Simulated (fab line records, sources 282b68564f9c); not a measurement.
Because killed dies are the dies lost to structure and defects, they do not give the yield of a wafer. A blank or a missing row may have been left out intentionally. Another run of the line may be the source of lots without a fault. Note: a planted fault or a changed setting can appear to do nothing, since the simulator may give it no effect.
fab line records | flow ritCmos
record: lots: 13 wafers: 39 lastDay: 7
route steps=202 shown GATE@84 M1@202
lots that met no fault: from a run of the same line without faults
startH: start of the lot's first displayed wafer, in hours after the record's first day | waitH: hours elapsed since this lot's preceding step | " identical to the entry in the row above | L1.1+2: one row covering several wafers at once | - no value, or no start was given | * or withheld: withheld | < > ~ a bound
route shown NAME@n: a module of which the file shows steps, and the number in the route of the first | usual: mean/standard deviation of fault-free wafers | same: alike in all rows | chamber/n: place in a boat | sites: each site's reading | _std_site: the values' standard deviation | _edge_site: inner sites' mean taken away from outer sites' mean | radiusMm: for every site, how far away it sits from the centre of the wafer | mask NAME#n: copy n | behind: the last tool/chamber to shape the wafer | hold: cause of the lot's hold/its duration in hours/its outcome | device: transistor that didn't switch, given as n, p or np | end of line: at the end of the route, the tests of the same wafers | a step without rows: its recipe alone | killed: the dies lost at the first sort to structure and to defects; this is not the yield of the wafer | map: the dies of a wafer, with x for killed, . for not killed, _ for no die there
set.NAME: the setting that was run; set.NAME@STEP: the one run at that earlier step | model.NAME: the simulator's own value behind a step, which no gauge read
steps of the route over a sample of lots; a table a step, a row a wafer
services: when a tool's chamber went out of use (startH, in hours from the record's first day, below 0 if earlier), for how many hours, and the reason
== steps ==
step: RIT_GATE_CVD_08
recipe: material: poly-Si targetThkNm: 250 tempC: 610 precursor: SiH4 timeS: 2220 pressureMtorr: 313.6 sih4FlowSccm: 100
columns lot.wafer tool chamber startH waitH
L318.1+4+6 lpcvd-02 1 45.17 0.1
L319.2+3+4 lpcvd-01 0 48.68 0.0
L320.1+2+3 lpcvd-02 0 55.49 0.1
L321.1+2+3 lpcvd-02 1 60.04 0.8
L322.1+4+5 lpcvd-01 1 68.71 1.2
L325.2+5+6 lpcvd-01 1 79.82 0.0
L327.1+2+6 lpcvd-01 0 91.10 0.1
L329.1+2+4 lpcvd-02 0 100.68 0.1
L332.1+4+5 lpcvd-02 1 115.35 0.1
L334.2+4+6 lpcvd-01 1 128.01 0.0
L335.1+2+4 lpcvd-01 1 133.14 0.1
L336.1+3+5 lpcvd-01 0 136.84 0.1
L338.1+3+6 lpcvd-01 0 148.53 0.2
step: RIT_GATE_THK_MEAS_09
recipe: reads: poly-Si_of_GATE_CVD_08
usual: GATE_POLY_THK: 256.2/2.1
columns lot.wafer tool chamber startH waitH GATE_POLY_THK[nm]
L318.1 filmMetro-03 - 47.59 0.0 255.6
L318.4 " - " " 254.8
L318.6 " - " " 254.2
L319.2 filmMetro-01 - 50.30 0.0 255.6
L319.3 " - " " 257.7
L319.4 " - " " 257.6
L320.1 filmMetro-03 - 57.91 0.0 252.4
L320.2 " - " " 254.8
L320.3 " - " " 253.6
L321.1 filmMetro-03 - 62.46 0.0 252.9
L321.2 " - " " 252.9
L321.3 " - " " 255.0
L322.1 filmMetro-01 - 70.33 0.0 255.2
L322.4 " - " " 254.6
L322.5 " - " " 253.6
L325.2 filmMetro-03 - 81.45 0.0 256.0
L325.5 " - " " 255.8
L325.6 " - " " 258.8
L327.1 filmMetro-01 - 92.72 0.0 259.1
L327.2 " - " " 257.9
L327.6 " - " " 256.9
L329.1 filmMetro-03 - 103.11 0.0 254.8
L329.2 " - " " 255.7
L329.4 " - " " 258.4
L332.1 filmMetro-02 - 116.97 0.0 341.7
L332.4 " - " " 342.0
L332.5 " - " " 342.6
L334.2 filmMetro-03 - 129.64 0.0 256.0
L334.4 " - " " 255.0
L334.6 " - " " 254.7
L335.1 filmMetro-02 - 134.76 0.0 260.5
L335.2 " - " " 258.8
L335.4 " - " " 257.7
L336.1 filmMetro-03 - 138.46 0.0 261.1
L336.3 " - " " 261.5
L336.5 " - " " 260.3
L338.1 filmMetro-01 - 150.15 0.0 256.9
L338.3 " - " " 256.3
L338.6 " - " " 255.7
step: RIT_GATE_ETCH_19
recipe: chemistry: SF6/CHF3/O2 timeS: 165 SF6_flow_sccm: 30 CHF3_flow_sccm: 30 O2_flow_sccm: 5 target: poly-Si pressureMtorr: 40 rfW: 160 targetDepthA: 3125 overEtchFrac: 0.25 stopOn: SiO2
usual: drypumpMotorCurrentA: 5.6/0.53 oesProductAu: 0.868/0.013 throttleValvePct: 10.17/0.17
columns lot.wafer tool chamber startH waitH drypumpMotorCurrentA oesProductAu rfHoursCounterH throttleValvePct
L318.1 rieSi-02 2 49.07 0.1 5.2 0.869 71 10.49
L318.4 " 3 " " 5.3 0.843 25 10.12
L318.6 " 1 " " 5.8 0.875 - 9.96
L319.2 rieSi-01 1 51.55 0.1 6.8 0.865 2 10.01
L319.3 " 0 " " 5.9 0.865 118 10.24
L319.4 " 3 " " 5.4 0.897 162 10.36
L320.1 rieSi-02 2 59.26 0.1 5.1 0.860 71 10.50
L320.2 " 3 " " 5.3 0.851 25 10.13
L320.3 " 1 " " 5.8 0.874 47 9.97
L321.1 rieSi-01 2 63.68 0.1 5.6 0.871 3 10.07
L321.2 " 1 " " 6.8 0.865 2 10.02
L321.3 " 0 " " 5.9 0.853 118 10.25
L322.1 rieSi-02 3 71.71 0.1 5.3 0.852 25 10.13
L322.4 " 0 " " 5.0 0.875 2 10.22
L322.5 " 2 " " 5.2 0.850 - 10.51
L325.2 rieSi-01 2 82.65 0.1 5.5 0.889 3 10.06
L325.5 " 1 " " 6.9 0.871 - 10.02
L325.6 " 2 " " 5.6 0.895 - 10.08
L327.1 rieSi-01 2 94.06 0.1 5.5 0.892 4 10.06
L327.2 " 3 " " 5.4 0.857 0 10.35
L327.6 " 0 " " 5.9 0.861 - 10.23
L329.1 rieSi-01 1 104.45 0.1 6.8 0.865 3 10.02
L329.2 " 0 " " 5.9 0.854 118 10.25
L329.4 " 2 " " 5.5 0.882 4 10.06
L332.1 rieSi-02 2 118.31 0.1 5.2 0.976 71 10.50
L332.4 " 0 " " 5.0 1.024 3 10.21
L332.5 " 1 " " 5.8 1.004 - 9.97
L334.2 rieSi-02 1 131.01 0.1 5.8 0.874 47 9.95
L334.4 " 2 " " 5.2 0.864 71 10.50
L334.6 " 0 " " 5.0 0.872 - 10.21
L335.1 rieSi-01 3 136.03 0.1 5.3 0.856 0 10.36
L335.2 " 1 " " 6.8 0.872 3 10.03
L335.4 " 2 " " 5.5 0.885 4 10.07
L336.1 rieSi-02 0 139.75 0.1 5.0 0.891 3 10.22
L336.3 " 1 " " 5.8 0.894 47 9.98
L336.5 " 1 " " 5.8 0.886 - 9.96
L338.1 rieSi-02 3 151.36 0.1 5.2 0.853 26 10.13
L338.3 " 1 " " 5.8 0.881 48 9.97
L338.6 " 0 " " 5.0 0.874 - 10.22
step: RIT_M1_PROBE_99
usual: killedAtContacts: 0.1/0.31 killedAtFrontEnd: 7/3.2 killedDies: 7/3.2 killedOnRim: 1.9/1.4 killedOpen: 3.6/1.9 killedShort: 3.6/2
same: grossDies: 264 killed_at_M0_to_M3: 0 killed_at_M4_up: 0 killedAtBackSide: 0 killedAtOther: 0
columns lot.wafer tool chamber startH waitH killedAtContacts killedAtFrontEnd killedDies killedOnRim killedOpen killedShort
L318.1 prober-02 - 69.26 0.1 0 5 5 2 3 1
L318.4 prober-02 - 69.41 0.2 0 11 11 3 4 6
L318.6 prober-02 - 69.51 0.2 0 7 7 1 4 3
L319.2 prober-01 - 71.58 0.1 0 8 8 1 5 3
L319.3 prober-01 - 71.63 0.2 0 7 7 2 2 5
L319.4 prober-01 - 71.68 0.2 0 5 5 1 3 2
L320.1 prober-02 - 79.98 0.1 1 8 9 2 2 7
L320.2 prober-02 - 80.03 0.1 1 4 5 4 3 2
L320.3 prober-02 - 80.08 0.2 0 8 8 0 6 2
L321.1 prober-01 - 84.08 0.1 0 3 3 0 2 1
L321.2 prober-01 - 84.13 0.1 0 6 6 2 3 3
L321.3 prober-01 - 84.18 0.2 0 11 11 2 6 5
L322.1 prober-02 - 93.29 0.1 0 9 9 0 3 6
L322.4 prober-02 - 93.44 0.2 0 7 7 2 3 4
L322.5 prober-02 - 93.49 0.2 0 6 6 1 2 4
L325.2 prober-02 - 102.82 0.1 0 7 7 1 4 3
L325.5 prober-02 - 102.97 0.2 0 6 6 2 3 3
L325.6 prober-02 - 103.02 0.2 0 2 2 0 2 0
L327.1 prober-02 - 113.68 0.1 0 5 5 1 4 1
L327.2 prober-02 - 113.73 0.1 0 5 5 2 4 1
L327.6 prober-02 - 113.93 0.2 0 2 2 0 1 1
L329.1 prober-01 - 126.84 0.1 0 7 7 2 3 4
L329.2 prober-01 - 126.89 0.1 0 3 3 2 3 0
L329.4 prober-01 - 126.99 0.2 0 5 5 3 4 1
L332.1 prober-02 - 138.53 0.1 0 264 264 70 2 2
L332.4 prober-02 - 138.68 0.2 0 264 264 70 3 3
L332.5 prober-02 - 138.73 0.2 0 264 264 70 2 5
L334.2 prober-02 - 152.39 0.1 0 7 7 3 2 5
L334.4 prober-02 - 152.49 0.2 1 6 7 1 2 5
L334.6 prober-02 - 152.59 0.2 0 5 5 3 3 2
L335.1 prober-01 - 155.46 0.1 0 16 16 2 8 8
L335.2 prober-01 - 155.51 0.1 0 9 9 2 4 4
L335.4 prober-01 - 155.61 0.2 0 8 8 1 3 5
L336.1 prober-02 - 160.87 0.1 0 8 8 3 5 3
L336.3 prober-02 - 160.97 0.2 0 8 8 2 2 6
L336.5 prober-02 - 161.07 0.2 0 9 9 0 4 5
L338.1 prober-02 - 172.08 0.1 0 17 17 3 12 5
L338.3 prober-02 - 172.18 0.2 0 7 7 1 3 3
L338.6 prober-02 - 172.33 0.2 0 8 8 3 3 5
killed by level:class
L318.1 GATE:geometricParticle:open=2 FOX1:geometricParticle:open=1 SILICIDE:geometricParticle:short=1 PSD:coatMicrobubblePrinted=1
L318.4 GATE:geometricParticle:short=3 GATE:geometricParticle:open=2 FOX1:geometricParticle:open=1 REOX:geometricParticle:open=1 REOX:geometricParticle:short=1 SPACER:geometricParticle:short=1 SILICIDE:geometricParticle:short=1 PSD:coatMicrobubblePrinted=1
L318.6 GATE:geometricParticle:open=3 GATE:geometricParticle:short=1 REOX:geometricParticle:open=1 REOX:geometricParticle:short=1 SPACER:geometricParticle:short=1
L319.2 SILICIDE:geometricParticle:open=3 FOX1:geometricParticle:open=2 FOX1:geometricParticle:short=1 GATE:geometricParticle:short=1 SILICIDE:geometricParticle:short=1
L319.3 GATE:geometricParticle:short=3 FOX1:geometricParticle:short=1 GATE:geometricParticle:open=1 SILICIDE:geometricParticle:open=1 SILICIDE:geometricParticle:short=1
L319.4 GATE:geometricParticle:open=2 GATE:geometricParticle:short=1 REOX:geometricParticle:open=1 SILICIDE:geometricParticle:short=1
L320.1 FOX1:geometricParticle:short=2 GATE:geometricParticle:short=2 SPACER:geometricParticle:short=2 FOX1:geometricParticle:open=1 SILICIDE:geometricParticle:short=1 CONTACT:geometricParticle:open=1
L320.2 FOX1:geometricParticle:open=1 GATE:geometricParticle:short=1 SILICIDE:geometricParticle:short=1 SILICIDE:geometricParticle:open=1 CONTACT:geometricParticle:open=1
L320.3 GATE:geometricParticle:open=3 REOX:geometricParticle:open=2 FOX1:geometricParticle:open=1 REOX:geometricParticle:short=1 SILICIDE:geometricParticle:short=1
L321.1 FOX1:geometricParticle:open=1 FOX2:geometricParticle:short=1 SILICIDE:geometricParticle:open=1
L321.2 GATE:geometricParticle:short=2 GATE:geometricParticle:open=2 FOX1:geometricParticle:short=1 REOX:geometricParticle:open=1
L321.3 GATE:geometricParticle:open=4 GATE:geometricParticle:short=4 SILICIDE:geometricParticle:open=2 SILICIDE:geometricParticle:short=1
L322.1 GATE:geometricParticle:short=2 SPACER:geometricParticle:short=2 FOX2:geometricParticle:open=1 FOX2:geometricParticle:short=1 GATE:geometricParticle:open=1 REOX:geometricParticle:short=1 REOX:geometricParticle:open=1
L322.4 FOX2:geometricParticle:open=1 GATE:geometricParticle:open=1 GATE:geometricParticle:short=1 REOX:geometricParticle:short=1 REOX:geometricParticle:open=1 SPACER:geometricParticle:short=1 SILICIDE:geometricParticle:short=1
L322.5 GATE:geometricParticle:short=2 REOX:geometricParticle:short=2 GATE:geometricParticle:open=1 SPACER:geometricParticle:open=1
L325.2 FOX1:geometricParticle:short=2 FOX1:geometricParticle:open=1 FOX2:geometricParticle:open=1 GATE:geometricParticle:short=1 REOX:geometricParticle:open=1 SPACER:geometricParticle:open=1
L325.5 SPACER:geometricParticle:open=2 SILICIDE:geometricParticle:short=2 FOX2:geometricParticle:open=1 GATE:geometricParticle:short=1
L325.6 FOX1:geometricParticle:open=1 SPACER:geometricParticle:open=1
L327.1 GATE:geometricParticle:open=3 GATE:geometricParticle:short=1 REOX:geometricParticle:open=1
L327.2 REOX:geometricParticle:open=2 FOX1:geometricParticle:open=1 GATE:geometricParticle:open=1 GATE:geometricParticle:short=1
L327.6 GATE:geometricParticle:short=1 SILICIDE:geometricParticle:open=1
L329.1 SILICIDE:geometricParticle:short=2 SILICIDE:geometricParticle:open=1 FOX1:geometricParticle:open=1 GATE:geometricParticle:short=1 REOX:geometricParticle:short=1 SPACER:geometricParticle:open=1
L329.2 REOX:geometricParticle:open=1 SPACER:geometricParticle:open=1 SILICIDE:geometricParticle:open=1
L329.4 GATE:geometricParticle:open=2 FOX2:geometricParticle:open=1 GATE:geometricParticle:short=1 REOX:geometricParticle:open=1
L332.1 GATE:areaEtch=260 FOX1:geometricParticle:open=1 FOX2:geometricParticle:short=1 GATE:geometricParticle:short=1 SPACER:geometricParticle:open=1
L332.4 GATE:areaEtch=258 FOX1:geometricParticle:open=3 FOX1:geometricParticle:short=1 GATE:geometricParticle:short=1 SPACER:geometricParticle:short=1
L332.5 GATE:areaEtch=257 FOX1:geometricParticle:short=2 GATE:geometricParticle:open=2 GATE:geometricParticle:short=1 SPACER:geometricParticle:short=1 SILICIDE:geometricParticle:short=1
L334.2 GATE:geometricParticle:short=3 FOX1:geometricParticle:short=1 REOX:geometricParticle:short=1 REOX:geometricParticle:open=1 SILICIDE:geometricParticle:open=1
L334.4 GATE:geometricParticle:short=3 FOX1:geometricParticle:short=1 SILICIDE:geometricParticle:short=1 SILICIDE:geometricParticle:open=1 CONTACT:geometricParticle:open=1
L334.6 GATE:geometricParticle:open=2 FOX1:geometricParticle:open=1 GATE:geometricParticle:short=1 REOX:geometricParticle:short=1
L335.1 GATE:geometricParticle:open=4 FOX1:geometricParticle:short=3 GATE:geometricParticle:short=3 FOX1:geometricParticle:open=2 FOX2:geometricParticle:short=2 FOX2:geometricParticle:open=1 SILICIDE:geometricParticle:open=1
L335.2 GATE:geometricParticle:open=3 GATE:geometricParticle:short=3 SPACER:geometricParticle:short=1 SILICIDE:geometricParticle:open=1 PLDD:coatMicrobubblePrinted=1
L335.4 GATE:geometricParticle:short=3 FOX2:geometricParticle:short=2 GATE:geometricParticle:open=2 FOX1:geometricParticle:open=1
L336.1 SILICIDE:geometricParticle:open=2 FOX1:geometricParticle:open=1 FOX2:geometricParticle:open=1 GATE:geometricParticle:open=1 GATE:geometricParticle:short=1 REOX:geometricParticle:short=1 SILICIDE:geometricParticle:short=1
L336.3 REOX:geometricParticle:short=4 FOX1:geometricParticle:short=1 FOX1:geometricParticle:open=1 GATE:geometricParticle:short=1 REOX:geometricParticle:open=1
L336.5 REOX:geometricParticle:open=2 SPACER:geometricParticle:short=2 GATE:geometricParticle:short=1 REOX:geometricParticle:short=1 SPACER:geometricParticle:open=1 SILICIDE:geometricParticle:short=1 SILICIDE:geometricParticle:open=1
L338.1 GATE:geometricParticle:open=4 REOX:geometricParticle:short=4 SPACER:geometricParticle:open=4 FOX1:geometricParticle:open=2 REOX:geometricParticle:open=1 SPACER:geometricParticle:short=1 SILICIDE:geometricParticle:open=1
L338.3 FOX2:geometricParticle:open=1 FOX2:geometricParticle:short=1 GATE:geometricParticle:short=1 GATE:geometricParticle:open=1 REOX:geometricParticle:open=1 SPACER:geometricParticle:short=1 PRETRO:coatMicrobubblePrinted=1
L338.6 GATE:geometricParticle:short=4 GATE:geometricParticle:open=2 FOX2:geometricParticle:short=1 FOX2:geometricParticle:open=1
== services ==
columns tool chamber startH hours kind
rieSi-01 3 55.63 - clean
rieSi-01 3 55.63 24.7 scheduledDown
rieSi-01 3 55.63 24.7 ventCycle
rieSi-01 - 74.55 2.8 pm
rieSi-02 2 86.26 2.5 repair
== key ==
firstSign: step: RIT_GATE_THK_MEAS_09 reading: GATE_POLY_THK direction: up sigmas: 41 usual: 256.2 struck: 342.1
effect: step: RIT_GATE_ETCH_19 reading: oesProductAu direction: up sigmas: 10 usual: 0.868 struck: 1.001
effect: step: RIT_M1_PROBE_99 reading: killedDies direction: up sigmas: 81 usual: 7 struck: 264
moreKillsBornAt: RIT_GATE_ETCH_19@rieSi-02: 775
metAt RIT_GATE_CVD_08
struckLots L332
struckWafers L332.1,L332.4,L332.5
laterRowsLeftOut L332.1,L332.4,L332.5
testerLeftOut L332
onsetBetween 60.04 115.35
fault: kind: processParameterDrift tool: lpcvd-02 chamber: 1 onsetH: 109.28 steps: RIT_GATE_CVD_08 channel: targetThkNm offset: 81.53 shape: step endH: 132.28 actsIn: theseRecipesOnly stated: 250
testerLeftOut: of these lots the tester's yield and bins aren't shown, on N5 and GAA mostly nor the transistor test; their killed dies are dies lost to structure and defects alone, not to doping, threshold or leakage, so they don't give the yield
laterRowsLeftOut: the simulator's readings of these wafers behind a module that went badly wrong aren't trusted and aren't shown, but for the sort
